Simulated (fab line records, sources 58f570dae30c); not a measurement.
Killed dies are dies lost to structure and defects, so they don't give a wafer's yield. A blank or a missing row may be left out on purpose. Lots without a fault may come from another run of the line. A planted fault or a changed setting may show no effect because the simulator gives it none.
Chamber matching | flow berkeley_cmos170 | UCB170_ZERO_ETCH_06 on rie_diel-02: 4 sister chambers
The step etches SiO2 in CHF3/CF4/Ar, time 12 s. 14 wafers are shown with their chamber, then 7 later ones without.

WAFERS WITH THEIR CHAMBER
wafer  | chamber | drypump_motor_current_A (A) | throttle_valve_pct (%) | rf_fwd_power_W (W)
L597.1 | 2       | 5.7                         | 9.11                   | 488.3
L597.2 | 3       | 6.0                         | 9.31                   | 490.7
L597.6 | 2       | 5.7                         | 9.11                   | 488.4
L598.1 | 2       | 5.7                         | 9.10                   | 488.2
L598.2 | 0       | 5.3                         | 9.13                   | 493.7
L598.5 | 3       | 6.0                         | 9.30                   | 488.5
L611.2 | 0       | 5.3                         | 9.12                   | 493.3
L611.3 | 1       | 6.2                         | 9.27                   | 495.4
L611.6 | 0       | 5.3                         | 9.14                   | 491.5
L612.2 | 0       | 5.3                         | 9.11                   | 492.9
L612.3 | 3       | 6.0                         | 9.31                   | 490.1
L612.5 | 2       | 5.7                         | 9.11                   | 487.8
L615.2 | 1       | 6.2                         | 9.29                   | 493.0
L615.3 | 3       | 5.9                         | 9.31                   | 488.7

SIGNATURES (means of the wafers above)
reading                 | chamber 0 | chamber 1 | chamber 2 | chamber 3 | scatter within a chamber
drypump_motor_current_A | 5.300     | 6.200     | 5.700     | 5.975     | 0.0274
throttle_valve_pct      | 9.1250    | 9.2800    | 9.1075    | 9.3075    | 0.00922
rf_fwd_power_W          | 492.850   | 494.200   | 488.175   | 489.500   | 0.963
Rule: a wafer's distance from a chamber is the root of the sum, over the readings, of the square of ((its reading less the chamber's mean) divided by the reading's scatter). The wafer belongs to the nearest chamber; if the next one is less than 2 further off, it can't be placed. The scatter: the root of (the sum of the squares of (reading less its chamber's mean) over the shown wafers, divided by (wafers less chambers)).

WAFERS WITHOUT THEIR CHAMBER
wafer  | drypump_motor_current_A (A) | throttle_valve_pct (%) | rf_fwd_power_W (W)
L615.5 | 5.9                         | 9.30                   | 488.9
L618.1 | 5.3                         | 9.12                   | 494.1
L618.2 | 6.2                         | 9.27                   | 493.7
L618.3 | 5.9                         | 9.31                   | 489.7
L619.3 | 5.3                         | 9.13                   | 492.1
L619.5 | 6.0                         | 9.32                   | 489.8
L619.6 | 5.3                         | 9.12                   | 492.0

WHICH CHAMBER EACH WENT THROUGH
wafer  | from the rows above | in truth
L615.5 | 3                   | 3
L618.1 | 0                   | 0
L618.2 | 1                   | 1
L618.3 | 3                   | 3
L619.3 | 0                   | 0
L619.5 | 3                   | 3
L619.6 | 0                   | 0
Placed correctly: 7 of 7. Can't be placed from these rows: 0. Placed wrongly: 0.
